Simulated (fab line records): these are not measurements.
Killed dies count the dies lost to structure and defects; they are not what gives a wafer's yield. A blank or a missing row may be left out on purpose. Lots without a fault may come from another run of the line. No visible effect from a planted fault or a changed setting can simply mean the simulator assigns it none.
fab line records / flow berkeleyCmos170
record: lots: 14 wafers: 42 lastDay: 12
route steps=331 shown START@1 PWELL@45 FIELD@96 GATE@138
lots that met no fault: taken from a fault-free run of the same line
startH: hours from the record's first day to the start of the lot's first wafer shown / waitH: hours from the lot's prior step to this one / " the same as in the row above / L1.1+2: a row that stands for several wafers / - no value, or no start was given / * or withheld: withheld / < > ~ a bound
route shown NAME@n: NAME is a module with steps in the file, n the number in the route of the first one / usual: the fault-free wafers' mean and standard deviation / same: alike in all rows / chamber/n: place in a boat / sites: each site's reading / _std_site: their standard deviation / _edge_site: the outer-site mean with the inner-site mean subtracted / radiusMm: how far each site lies from the wafer's centre / mask NAME#n: copy n / behind: the tool/chamber that last shaped the wafer / hold: cause of the lot's hold/its duration in hours/its outcome / device: which transistor (n, p or np) failed to switch / end of line: tests of these same wafers at the route's end / a step given without rows: its recipe and nothing more / killed: at the first sort, the dies lost to defects and structure; wafer yield is something else / map: per-die view of a wafer (x killed, . not killed, _ where there is no die)
set.NAME: the run value of the setting; set.NAME@STEP: its run value at that earlier step / model.NAME: the simulator's own value behind a step, which no gauge read
steps of the route over a sample of lots; a table a step, a row a wafer
== steps ==
step: UCB170_START_BOW_MEAS_00
recipe: mode: bow
usual: INCOMING_BOW: -1/6.7
lot.wafer=L139.2 tool=filmMetro-03 chamber=- startH=10.02 waitH=- INCOMING_BOW[um]=5
lot.wafer=L139.4 tool=filmMetro-03 chamber=- startH=10.02 waitH=- INCOMING_BOW[um]=-2
lot.wafer=L139.5 tool=filmMetro-03 chamber=- startH=10.02 waitH=- INCOMING_BOW[um]=11
lot.wafer=L140.2 tool=filmMetro-01 chamber=- startH=15.02 waitH=- INCOMING_BOW[um]=3
lot.wafer=L140.3 tool=filmMetro-01 chamber=- startH=15.02 waitH=- INCOMING_BOW[um]=4
lot.wafer=L140.4 tool=filmMetro-01 chamber=- startH=15.02 waitH=- INCOMING_BOW[um]=-10
lot.wafer=L141.1 tool=filmMetro-04 chamber=- startH=20.00 waitH=- INCOMING_BOW[um]=-6
lot.wafer=L141.2 tool=filmMetro-04 chamber=- startH=20.00 waitH=- INCOMING_BOW[um]=-8
lot.wafer=L141.3 tool=filmMetro-04 chamber=- startH=20.00 waitH=- INCOMING_BOW[um]=6
lot.wafer=L142.4 tool=filmMetro-04 chamber=- startH=25.06 waitH=- INCOMING_BOW[um]=-3
lot.wafer=L142.5 tool=filmMetro-04 chamber=- startH=25.06 waitH=- INCOMING_BOW[um]=1
lot.wafer=L142.6 tool=filmMetro-04 chamber=- startH=25.06 waitH=- INCOMING_BOW[um]=3
lot.wafer=L143.1 tool=filmMetro-01 chamber=- startH=30.00 waitH=- INCOMING_BOW[um]=-10
lot.wafer=L143.4 tool=filmMetro-01 chamber=- startH=30.00 waitH=- INCOMING_BOW[um]=1
lot.wafer=L143.6 tool=filmMetro-01 chamber=- startH=30.00 waitH=- INCOMING_BOW[um]=-1
lot.wafer=L144.4 tool=filmMetro-01 chamber=- startH=35.06 waitH=- INCOMING_BOW[um]=-9
lot.wafer=L144.5 tool=filmMetro-01 chamber=- startH=35.06 waitH=- INCOMING_BOW[um]=-10
lot.wafer=L144.6 tool=filmMetro-01 chamber=- startH=35.06 waitH=- INCOMING_BOW[um]=7
lot.wafer=L152.1 tool=filmMetro-03 chamber=- startH=75.00 waitH=- INCOMING_BOW[um]=0
lot.wafer=L152.4 tool=filmMetro-03 chamber=- startH=75.00 waitH=- INCOMING_BOW[um]=12
lot.wafer=L152.5 tool=filmMetro-03 chamber=- startH=75.00 waitH=- INCOMING_BOW[um]=-6
lot.wafer=L153.1 tool=filmMetro-01 chamber=- startH=80.00 waitH=- INCOMING_BOW[um]=1
lot.wafer=L153.2 tool=filmMetro-01 chamber=- startH=80.00 waitH=- INCOMING_BOW[um]=6
lot.wafer=L153.5 tool=filmMetro-01 chamber=- startH=80.00 waitH=- INCOMING_BOW[um]=-4
lot.wafer=L157.2 tool=filmMetro-03 chamber=- startH=100.02 waitH=- INCOMING_BOW[um]=-3
lot.wafer=L157.4 tool=filmMetro-03 chamber=- startH=100.02 waitH=- INCOMING_BOW[um]=-4
lot.wafer=L157.6 tool=filmMetro-03 chamber=- startH=100.02 waitH=- INCOMING_BOW[um]=0
lot.wafer=L158.1 tool=filmMetro-03 chamber=- startH=105.00 waitH=- INCOMING_BOW[um]=1
lot.wafer=L158.2 tool=filmMetro-03 chamber=- startH=105.00 waitH=- INCOMING_BOW[um]=8
lot.wafer=L158.3 tool=filmMetro-03 chamber=- startH=105.00 waitH=- INCOMING_BOW[um]=-4
lot.wafer=L159.1 tool=filmMetro-03 chamber=- startH=110.05 waitH=- INCOMING_BOW[um]=5
lot.wafer=L159.2 tool=filmMetro-03 chamber=- startH=110.05 waitH=- INCOMING_BOW[um]=-5
lot.wafer=L159.3 tool=filmMetro-03 chamber=- startH=110.05 waitH=- INCOMING_BOW[um]=-5
lot.wafer=L160.1 tool=filmMetro-01 chamber=- startH=115.00 waitH=- INCOMING_BOW[um]=-1
lot.wafer=L160.3 tool=filmMetro-01 chamber=- startH=115.00 waitH=- INCOMING_BOW[um]=5
lot.wafer=L160.5 tool=filmMetro-01 chamber=- startH=115.00 waitH=- INCOMING_BOW[um]=-4
lot.wafer=L161.2 tool=filmMetro-04 chamber=- startH=120.02 waitH=- INCOMING_BOW[um]=-7
lot.wafer=L161.3 tool=filmMetro-04 chamber=- startH=120.02 waitH=- INCOMING_BOW[um]=2
lot.wafer=L161.4 tool=filmMetro-04 chamber=- startH=120.02 waitH=- INCOMING_BOW[um]=-8
lot.wafer=L162.2 tool=filmMetro-01 chamber=- startH=125.02 waitH=- INCOMING_BOW[um]=7
lot.wafer=L162.4 tool=filmMetro-01 chamber=- startH=125.02 waitH=- INCOMING_BOW[um]=-4
lot.wafer=L162.6 tool=filmMetro-01 chamber=- startH=125.02 waitH=- INCOMING_BOW[um]=-3
step: UCB170_PWELL_PEB_11
recipe: pebTempC: 130 pebTimeS: withheld resist: KrF
usual: chillPlateTempC: 23.01/0.098 exhaustPa: 45.0/0.91
lot.wafer=L139.2 tool=lithoTrack-03 chamber=0 startH=46.71 waitH=0.7 chillPlateTempC=23.03 exhaustPa=44.5
lot.wafer=L139.4 tool=lithoTrack-03 chamber=0 startH=46.71 waitH=0.7 chillPlateTempC=22.95 exhaustPa=45.0
lot.wafer=L139.5 tool=lithoTrack-03 chamber=0 startH=46.71 waitH=0.7 chillPlateTempC=23.11 exhaustPa=44.1
lot.wafer=L140.2 tool=lithoTrack-01 chamber=0 startH=52.75 waitH=0.1 chillPlateTempC=22.92 exhaustPa=43.3
lot.wafer=L140.3 tool=lithoTrack-01 chamber=0 startH=52.75 waitH=0.1 chillPlateTempC=22.92 exhaustPa=44.7
lot.wafer=L140.4 tool=lithoTrack-01 chamber=0 startH=52.75 waitH=0.1 chillPlateTempC=22.90 exhaustPa=44.1
lot.wafer=L141.1 tool=lithoTrack-01 chamber=0 startH=63.89 waitH=0.7 chillPlateTempC=23.12 exhaustPa=45.2
lot.wafer=L141.2 tool=lithoTrack-01 chamber=0 startH=63.89 waitH=0.7 chillPlateTempC=22.92 exhaustPa=44.3
lot.wafer=L141.3 tool=lithoTrack-01 chamber=0 startH=63.89 waitH=0.7 chillPlateTempC=23.05 exhaustPa=43.8
lot.wafer=L143.1 tool=lithoTrack-03 chamber=0 startH=64.12 waitH=0.8 chillPlateTempC=23.03 exhaustPa=43.9
lot.wafer=L143.4 tool=lithoTrack-03 chamber=0 startH=64.12 waitH=0.8 chillPlateTempC=23.07 exhaustPa=45.3
lot.wafer=L143.6 tool=lithoTrack-03 chamber=0 startH=64.12 waitH=0.8 chillPlateTempC=22.96 exhaustPa=44.4
lot.wafer=L142.4 tool=lithoTrack-01 chamber=0 startH=64.24 waitH=0.6 chillPlateTempC=22.82 exhaustPa=44.8
lot.wafer=L142.5 tool=lithoTrack-01 chamber=0 startH=64.24 waitH=0.6 chillPlateTempC=22.80 exhaustPa=45.5
lot.wafer=L142.6 tool=lithoTrack-01 chamber=0 startH=64.24 waitH=0.6 chillPlateTempC=22.85 exhaustPa=44.5
lot.wafer=L144.4 tool=lithoTrack-03 chamber=0 startH=72.30 waitH=0.3 chillPlateTempC=22.83 exhaustPa=46.2
lot.wafer=L144.5 tool=lithoTrack-03 chamber=0 startH=72.30 waitH=0.3 chillPlateTempC=22.97 exhaustPa=47.5
lot.wafer=L144.6 tool=lithoTrack-03 chamber=0 startH=72.30 waitH=0.3 chillPlateTempC=22.83 exhaustPa=45.6
lot.wafer=L152.1 tool=lithoTrack-03 chamber=- startH=115.21 waitH=0.4 chillPlateTempC=- exhaustPa=-
lot.wafer=L152.4 tool=lithoTrack-03 chamber=- startH=115.21 waitH=0.4 chillPlateTempC=- exhaustPa=-
lot.wafer=L152.5 tool=lithoTrack-03 chamber=- startH=115.21 waitH=0.4 chillPlateTempC=- exhaustPa=-
lot.wafer=L153.1 tool=lithoTrack-02 chamber=- startH=125.28 waitH=0.1 chillPlateTempC=- exhaustPa=-
lot.wafer=L153.2 tool=lithoTrack-02 chamber=- startH=125.28 waitH=0.1 chillPlateTempC=- exhaustPa=-
lot.wafer=L153.5 tool=lithoTrack-02 chamber=- startH=125.28 waitH=0.1 chillPlateTempC=- exhaustPa=-
lot.wafer=L157.2 tool=lithoTrack-03 chamber=0 startH=142.94 waitH=0.1 chillPlateTempC=23.04 exhaustPa=45.0
lot.wafer=L157.4 tool=lithoTrack-03 chamber=0 startH=142.94 waitH=0.1 chillPlateTempC=22.93 exhaustPa=43.6
lot.wafer=L157.6 tool=lithoTrack-03 chamber=0 startH=142.94 waitH=0.1 chillPlateTempC=23.06 exhaustPa=44.4
lot.wafer=L158.1 tool=lithoTrack-02 chamber=0 startH=159.60 waitH=0.1 chillPlateTempC=23.04 exhaustPa=44.5
lot.wafer=L158.2 tool=lithoTrack-02 chamber=0 startH=159.60 waitH=0.1 chillPlateTempC=22.96 exhaustPa=45.1
lot.wafer=L158.3 tool=lithoTrack-02 chamber=0 startH=159.60 waitH=0.1 chillPlateTempC=23.01 exhaustPa=44.6
lot.wafer=L159.1 tool=lithoTrack-01 chamber=0 startH=159.84 waitH=0.1 chillPlateTempC=23.09 exhaustPa=45.4
lot.wafer=L159.2 tool=lithoTrack-01 chamber=0 startH=159.84 waitH=0.1 chillPlateTempC=22.83 exhaustPa=45.4
lot.wafer=L159.3 tool=lithoTrack-01 chamber=0 startH=159.84 waitH=0.1 chillPlateTempC=23.02 exhaustPa=44.1
lot.wafer=L160.1 tool=lithoTrack-01 chamber=0 startH=165.71 waitH=0.5 chillPlateTempC=22.97 exhaustPa=45.8
lot.wafer=L160.3 tool=lithoTrack-01 chamber=0 startH=165.71 waitH=0.5 chillPlateTempC=22.99 exhaustPa=46.5
lot.wafer=L160.5 tool=lithoTrack-01 chamber=0 startH=165.71 waitH=0.5 chillPlateTempC=23.01 exhaustPa=46.6
lot.wafer=L161.2 tool=lithoTrack-01 chamber=0 startH=166.01 waitH=0.6 chillPlateTempC=23.00 exhaustPa=44.7
lot.wafer=L161.3 tool=lithoTrack-01 chamber=0 startH=166.01 waitH=0.6 chillPlateTempC=23.29 exhaustPa=45.3
lot.wafer=L161.4 tool=lithoTrack-01 chamber=0 startH=166.01 waitH=0.6 chillPlateTempC=23.05 exhaustPa=44.8
lot.wafer=L162.2 tool=lithoTrack-03 chamber=0 startH=166.06 waitH=0.4 chillPlateTempC=22.91 exhaustPa=45.3
lot.wafer=L162.4 tool=lithoTrack-03 chamber=0 startH=166.06 waitH=0.4 chillPlateTempC=22.93 exhaustPa=46.3
lot.wafer=L162.6 tool=lithoTrack-03 chamber=0 startH=166.06 waitH=0.4 chillPlateTempC=23.04 exhaustPa=46.0
step: UCB170_FIELD_THK_MEAS_90
recipe: reads: SiO2_of_FIELD_OXIDATION_01
usual: FIELD_OXIDE_LEFT_1_THK: 441/9.2
lot.wafer=L139.2 tool=filmMetro-02 chamber=- startH=88.76 waitH=0.0 FIELD_OXIDE_LEFT_1_THK[nm]=435
lot.wafer=L139.4 tool=filmMetro-02 chamber=- startH=88.76 waitH=0.0 FIELD_OXIDE_LEFT_1_THK[nm]=437
lot.wafer=L139.5 tool=filmMetro-02 chamber=- startH=88.76 waitH=0.0 FIELD_OXIDE_LEFT_1_THK[nm]=434
lot.wafer=L140.2 tool=filmMetro-02 chamber=- startH=95.91 waitH=0.0 FIELD_OXIDE_LEFT_1_THK[nm]=450
lot.wafer=L140.3 tool=filmMetro-02 chamber=- startH=95.91 waitH=0.0 FIELD_OXIDE_LEFT_1_THK[nm]=449
lot.wafer=L140.4 tool=filmMetro-02 chamber=- startH=95.91 waitH=0.0 FIELD_OXIDE_LEFT_1_THK[nm]=447
lot.wafer=L143.1 tool=filmMetro-01 chamber=- startH=105.59 waitH=0.0 FIELD_OXIDE_LEFT_1_THK[nm]=438
lot.wafer=L143.4 tool=filmMetro-01 chamber=- startH=105.59 waitH=0.0 FIELD_OXIDE_LEFT_1_THK[nm]=448
lot.wafer=L143.6 tool=filmMetro-01 chamber=- startH=105.59 waitH=0.0 FIELD_OXIDE_LEFT_1_THK[nm]=452
lot.wafer=L141.1 tool=filmMetro-02 chamber=- startH=105.62 waitH=0.0 FIELD_OXIDE_LEFT_1_THK[nm]=432
lot.wafer=L141.2 tool=filmMetro-02 chamber=- startH=105.62 waitH=0.0 FIELD_OXIDE_LEFT_1_THK[nm]=435
lot.wafer=L141.3 tool=filmMetro-02 chamber=- startH=105.62 waitH=0.0 FIELD_OXIDE_LEFT_1_THK[nm]=427
lot.wafer=L142.4 tool=filmMetro-02 chamber=- startH=116.91 waitH=0.0 FIELD_OXIDE_LEFT_1_THK[nm]=447
lot.wafer=L142.5 tool=filmMetro-02 chamber=- startH=116.91 waitH=0.0 FIELD_OXIDE_LEFT_1_THK[nm]=437
lot.wafer=L142.6 tool=filmMetro-02 chamber=- startH=116.91 waitH=0.0 FIELD_OXIDE_LEFT_1_THK[nm]=448
lot.wafer=L144.4 tool=filmMetro-01 chamber=- startH=116.96 waitH=0.1 FIELD_OXIDE_LEFT_1_THK[nm]=430
lot.wafer=L144.5 tool=filmMetro-01 chamber=- startH=116.96 waitH=0.1 FIELD_OXIDE_LEFT_1_THK[nm]=430
lot.wafer=L144.6 tool=filmMetro-01 chamber=- startH=116.96 waitH=0.1 FIELD_OXIDE_LEFT_1_THK[nm]=432
lot.wafer=L157.2 tool=filmMetro-02 chamber=- startH=183.39 waitH=0.0 FIELD_OXIDE_LEFT_1_THK[nm]=442
lot.wafer=L157.4 tool=filmMetro-02 chamber=- startH=183.39 waitH=0.0 FIELD_OXIDE_LEFT_1_THK[nm]=444
lot.wafer=L157.6 tool=filmMetro-02 chamber=- startH=183.39 waitH=0.0 FIELD_OXIDE_LEFT_1_THK[nm]=450
lot.wafer=L158.1 tool=filmMetro-01 chamber=- startH=200.10 waitH=0.0 FIELD_OXIDE_LEFT_1_THK[nm]=427
lot.wafer=L158.2 tool=filmMetro-01 chamber=- startH=200.10 waitH=0.0 FIELD_OXIDE_LEFT_1_THK[nm]=441
lot.wafer=L158.3 tool=filmMetro-01 chamber=- startH=200.10 waitH=0.0 FIELD_OXIDE_LEFT_1_THK[nm]=438
lot.wafer=L159.1 tool=filmMetro-02 chamber=- startH=200.10 waitH=0.0 FIELD_OXIDE_LEFT_1_THK[nm]=439
lot.wafer=L159.2 tool=filmMetro-02 chamber=- startH=200.10 waitH=0.0 FIELD_OXIDE_LEFT_1_THK[nm]=445
lot.wafer=L159.3 tool=filmMetro-02 chamber=- startH=200.10 waitH=0.0 FIELD_OXIDE_LEFT_1_THK[nm]=449
lot.wafer=L160.1 tool=filmMetro-04 chamber=- startH=204.03 waitH=0.0 FIELD_OXIDE_LEFT_1_THK[nm]=444
lot.wafer=L160.3 tool=filmMetro-04 chamber=- startH=204.03 waitH=0.0 FIELD_OXIDE_LEFT_1_THK[nm]=449
lot.wafer=L160.5 tool=filmMetro-04 chamber=- startH=204.03 waitH=0.0 FIELD_OXIDE_LEFT_1_THK[nm]=444
lot.wafer=L161.2 tool=filmMetro-02 chamber=- startH=216.39 waitH=0.0 FIELD_OXIDE_LEFT_1_THK[nm]=432
lot.wafer=L161.3 tool=filmMetro-02 chamber=- startH=216.39 waitH=0.0 FIELD_OXIDE_LEFT_1_THK[nm]=437
lot.wafer=L161.4 tool=filmMetro-02 chamber=- startH=216.39 waitH=0.0 FIELD_OXIDE_LEFT_1_THK[nm]=446
lot.wafer=L162.2 tool=filmMetro-01 chamber=- startH=216.39 waitH=0.0 FIELD_OXIDE_LEFT_1_THK[nm]=443
lot.wafer=L162.4 tool=filmMetro-01 chamber=- startH=216.39 waitH=0.0 FIELD_OXIDE_LEFT_1_THK[nm]=442
lot.wafer=L162.6 tool=filmMetro-01 chamber=- startH=216.39 waitH=0.0 FIELD_OXIDE_LEFT_1_THK[nm]=438
step: UCB170_GATE_CD_MEAS_12
recipe: targetCdNm: 350
usual: cdNm: 349.2/1.4
lot.wafer=L139.2 tool=cdSem-02 chamber=- startH=124.25 waitH=- cdNm=349.1
lot.wafer=L139.4 tool=cdSem-02 chamber=- startH=124.25 waitH=- cdNm=348.2
lot.wafer=L139.5 tool=cdSem-02 chamber=- startH=124.25 waitH=- cdNm=348.9
lot.wafer=L140.2 tool=cdSem-01 chamber=- startH=132.22 waitH=- cdNm=348.9
lot.wafer=L140.3 tool=cdSem-01 chamber=- startH=132.22 waitH=- cdNm=348.4
lot.wafer=L140.4 tool=cdSem-01 chamber=- startH=132.22 waitH=- cdNm=348.3
lot.wafer=L143.1 tool=cdSem-01 chamber=- startH=146.41 waitH=- cdNm=349.0
lot.wafer=L143.4 tool=cdSem-01 chamber=- startH=146.41 waitH=- cdNm=351.0
lot.wafer=L143.6 tool=cdSem-01 chamber=- startH=146.41 waitH=- cdNm=349.7
lot.wafer=L141.1 tool=cdSem-02 chamber=- startH=146.44 waitH=- cdNm=349.2
lot.wafer=L141.2 tool=cdSem-02 chamber=- startH=146.44 waitH=- cdNm=350.0
lot.wafer=L141.3 tool=cdSem-02 chamber=- startH=146.44 waitH=- cdNm=349.9
lot.wafer=L144.4 tool=cdSem-02 chamber=- startH=149.67 waitH=- cdNm=349.5
lot.wafer=L144.5 tool=cdSem-02 chamber=- startH=149.67 waitH=- cdNm=349.7
lot.wafer=L144.6 tool=cdSem-02 chamber=- startH=149.67 waitH=- cdNm=349.6
lot.wafer=L142.4 tool=cdSem-01 chamber=- startH=152.93 waitH=- cdNm=347.5
lot.wafer=L142.5 tool=cdSem-01 chamber=- startH=152.93 waitH=- cdNm=347.3
lot.wafer=L142.6 tool=cdSem-01 chamber=- startH=152.93 waitH=- cdNm=346.9
lot.wafer=L157.2 tool=cdSem-02 chamber=- startH=212.81 waitH=- cdNm=351.0
lot.wafer=L157.4 tool=cdSem-02 chamber=- startH=212.81 waitH=- cdNm=350.6
lot.wafer=L157.6 tool=cdSem-02 chamber=- startH=212.81 waitH=- cdNm=349.6
lot.wafer=L158.1 tool=cdSem-02 chamber=- startH=221.51 waitH=- cdNm=349.5
lot.wafer=L158.2 tool=cdSem-02 chamber=- startH=221.51 waitH=- cdNm=349.4
lot.wafer=L158.3 tool=cdSem-02 chamber=- startH=221.51 waitH=- cdNm=348.5
lot.wafer=L159.1 tool=cdSem-02 chamber=- startH=221.84 waitH=- cdNm=347.3
lot.wafer=L159.2 tool=cdSem-02 chamber=- startH=221.84 waitH=- cdNm=347.4
lot.wafer=L159.3 tool=cdSem-02 chamber=- startH=221.84 waitH=- cdNm=347.0
lot.wafer=L160.1 tool=cdSem-01 chamber=- startH=225.02 waitH=- cdNm=351.0
lot.wafer=L160.3 tool=cdSem-01 chamber=- startH=225.02 waitH=- cdNm=350.0
lot.wafer=L160.5 tool=cdSem-01 chamber=- startH=225.02 waitH=- cdNm=350.5
lot.wafer=L162.2 tool=cdSem-01 chamber=- startH=245.19 waitH=- cdNm=349.0
lot.wafer=L162.4 tool=cdSem-01 chamber=- startH=245.19 waitH=- cdNm=348.4
lot.wafer=L162.6 tool=cdSem-01 chamber=- startH=245.19 waitH=- cdNm=350.0
lot.wafer=L161.2 tool=cdSem-02 chamber=- startH=245.26 waitH=- cdNm=349.6
lot.wafer=L161.3 tool=cdSem-02 chamber=- startH=245.26 waitH=- cdNm=348.7
lot.wafer=L161.4 tool=cdSem-02 chamber=- startH=245.26 waitH=- cdNm=350.3
== key ==
firstSign: step: UCB170_PWELL_PEB_11 reading: toolRecord direction: missing
effect none on later readings
metAt UCB170_PWELL_PEB_11
struckLots L152,L153
laterRowsLeftOut L152.1,L152.4,L152.5,L153.1,L153.2,L153.5
sortLeftOut L152.1,L152.4,L152.5,L153.1,L153.2,L153.5
testerLeftOut L152,L153
notActingAt UCB170_START_BOW_MEAS_00,UCB170_FIELD_THK_MEAS_90,UCB170_GATE_CD_MEAS_12
onsetBetween 72.30 115.21
fault: kind: skippedStepWhole tool: lithoTrack-02,lithoTrack-03 chamber: - onsetH: 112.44 steps: UCB170_PWELL_PEB_11 scope: struckLotsOnly
testerLeftOut: of these lots the tester's yield and bins aren't shown, on N5 and GAA mostly nor the transistor test; their killed dies are dies lost to structure and defects alone, not to doping, threshold or leakage, so they don't give the yield
sortLeftOut: the simulated sort isn't trusted on such a fault, so these wafers' sort isn't shown, and their yield isn't known
laterRowsLeftOut: the simulator's readings of these wafers behind a module that went badly wrong aren't trusted and aren't shown, but for the sort
